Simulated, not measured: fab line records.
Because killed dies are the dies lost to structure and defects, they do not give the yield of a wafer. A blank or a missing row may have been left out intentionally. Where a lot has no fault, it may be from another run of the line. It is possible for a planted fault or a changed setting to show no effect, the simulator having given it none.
Which tool did it? + flow berkeley-cmos170 + Sampling: 15 lots, 45 wafers, 3 of 331 route steps

WHAT THE GAUGES READ, wafer by wafer
UCB170_START_THK_MEAS_03. Usual: for START_OXIDE_THK the level is 20.2 nm and the standard deviation is 0.36.
| lot  | measured    | on            | START_OXIDE_THK (nm) | flag |
|------|-------------|---------------|----------------------|------|
| L784 | day 1 21:16 | film-metro-03 | 19.6 20.1 20.1       |      |
| L785 | day 2 00:38 | film-metro-02 | 20.6 20.3 20.4       |      |
| L786 | day 2 06:04 | film-metro-03 | 19.7 19.9 19.8       |      |
| L787 | day 2 11:46 | film-metro-01 | 20.1 20.1 20.1       |      |
| L788 | day 2 15:41 | film-metro-01 | 20.2 19.8 20.2       |      |
| L790 | day 3 01:19 | film-metro-03 | 20.3 20.1 20.3       |      |
| L792 | day 3 14:28 | film-metro-02 | 19.8 20.1 19.8       |      |
| L794 | day 3 23:51 | film-metro-01 | 20.8 20.6 20.7       |      |
| L795 | day 4 03:08 | film-metro-01 | 19.8 20.0 20.0       |      |
| L796 | day 4 08:20 | film-metro-02 | 20.8 20.9 20.8       |      |
| L798 | day 4 18:05 | film-metro-03 | 20.7 20.7 20.5       |      |
| L799 | day 4 21:31 | film-metro-03 | 19.6 19.9 19.6       |      |
| L800 | day 5 06:58 | film-metro-01 | 19.9 20.3 20.0       |      |
| L805 | day 6 03:53 | film-metro-03 | 20.6 20.4 19.8       |      |
| L806 | day 6 08:38 | film-metro-03 | 20.2 20.0 20.0       |      |

UCB170_NWELL_TW_MEAS_16. Usual: for NWELL_TW the level is 1245 and the standard deviation is 8.8.
| lot  | measured    | on            | NWELL_TW       | flag |
|------|-------------|---------------|----------------|------|
| L784 | day 2 16:17 | film-metro-02 | 1243 1250 1241 |      |
| L785 | day 2 23:40 | film-metro-01 | 1255 1253 1251 |      |
| L786 | day 2 23:47 | film-metro-02 | 1242 1246 1241 |      |
| L787 | day 3 08:40 | film-metro-02 | 1240 1237 1241 |      |
| L788 | day 3 08:56 | film-metro-02 | 1241 1239 1242 |      |
| L790 | day 3 18:26 | film-metro-01 | 1248 1254 1249 |      |
| L792 | day 4 12:43 | film-metro-02 | 1239 1231 1236 |      |
| L794 | day 4 21:26 | film-metro-01 | 1256 1251 1255 |      |
| L795 | day 4 21:39 | film-metro-01 | 1250 1252 1255 |      |
| L796 | day 5 06:43 | film-metro-01 | 1256 1259 1260 |      |
| L798 | day 5 10:50 | film-metro-02 | 1243 1239 1245 |      |
| L799 | day 5 16:46 | film-metro-02 | 1242 1240 1238 |      |
| L800 | day 6 01:52 | film-metro-04 | 1236 1246 1235 |      |
| L805 | day 6 19:49 | film-metro-02 | 1236 1235 1235 |      |
| L806 | day 7 06:28 | film-metro-01 | 1255 1250 1255 |      |

UCB170_PWELL_TW_MEAS_17. Usual: for PWELL_TW the level is 376.1 and the standard deviation is 2.
| lot  | measured    | on            | PWELL_TW          | flag |
|------|-------------|---------------|-------------------|------|
| L784 | day 3 09:30 | film-metro-02 | 375.4 376.5 376.4 |      |
| L785 | day 3 18:51 | film-metro-02 | 374.0 372.8 374.6 |      |
| L786 | day 3 18:41 | film-metro-02 | 378.3 377.9 375.8 |      |
| L787 | day 4 04:57 | film-metro-02 | 378.8 375.2 376.3 |      |
| L788 | day 4 04:19 | film-metro-03 | 377.5 375.6 377.2 |      |
| L790 | day 4 15:23 | film-metro-03 | 374.7 375.4 377.0 |      |
| L792 | day 5 06:29 | film-metro-03 | 377.1 376.7 378.1 |      |
| L794 | day 5 17:20 | film-metro-02 | 374.8 378.5 376.9 |      |
| L795 | day 5 15:48 | film-metro-02 | 375.8 379.1 376.6 |      |
| L796 | day 5 23:19 | film-metro-04 | 372.0 372.9 370.1 |      |
| L798 | day 6 07:03 | film-metro-02 | 374.5 374.0 374.1 |      |
| L799 | day 6 10:30 | film-metro-02 | 374.9 373.9 374.5 |      |
| L800 | day 6 20:01 | film-metro-03 | 379.2 378.2 377.2 |      |
| L805 | day 7 17:53 | film-metro-03 | 377.7 378.8 379.6 |      |
| L806 | day 7 23:43 | film-metro-04 | 372.5 372.1 374.1 |      |

EACH LOT AND THE TOOL THAT RAN IT (in order: tool; ch and the chambers of the sampled wafers; start)
The record shows no process step preceding these readings.

WHAT THE TOOLS THEMSELVES READ (means of the sampled wafers that have a number; where no wafer has one, the mark that the record gives instead)
The record holds no such reading with a usual standard deviation.

THE ANSWER, worked out from the rows above alone
Rule: a lot is off if the mean of its wafers that have a number lies more than 3 standard deviations from the usual mean. Also off: a lot with no number at a reading for which 4 or more lots have one. All remaining lots with rows at the step are treated as sound. After the gauges, taken in route order, come the tools' own readings; for these a lot's mean is taken, as printed above. At the first step where some lot is off, the reading lying furthest off is the one used; lots without a number count as furthest.
Across all readings shown, no lot is off: no conclusion can be drawn from this.

WHAT THE SIMULATOR HAD PUT IN
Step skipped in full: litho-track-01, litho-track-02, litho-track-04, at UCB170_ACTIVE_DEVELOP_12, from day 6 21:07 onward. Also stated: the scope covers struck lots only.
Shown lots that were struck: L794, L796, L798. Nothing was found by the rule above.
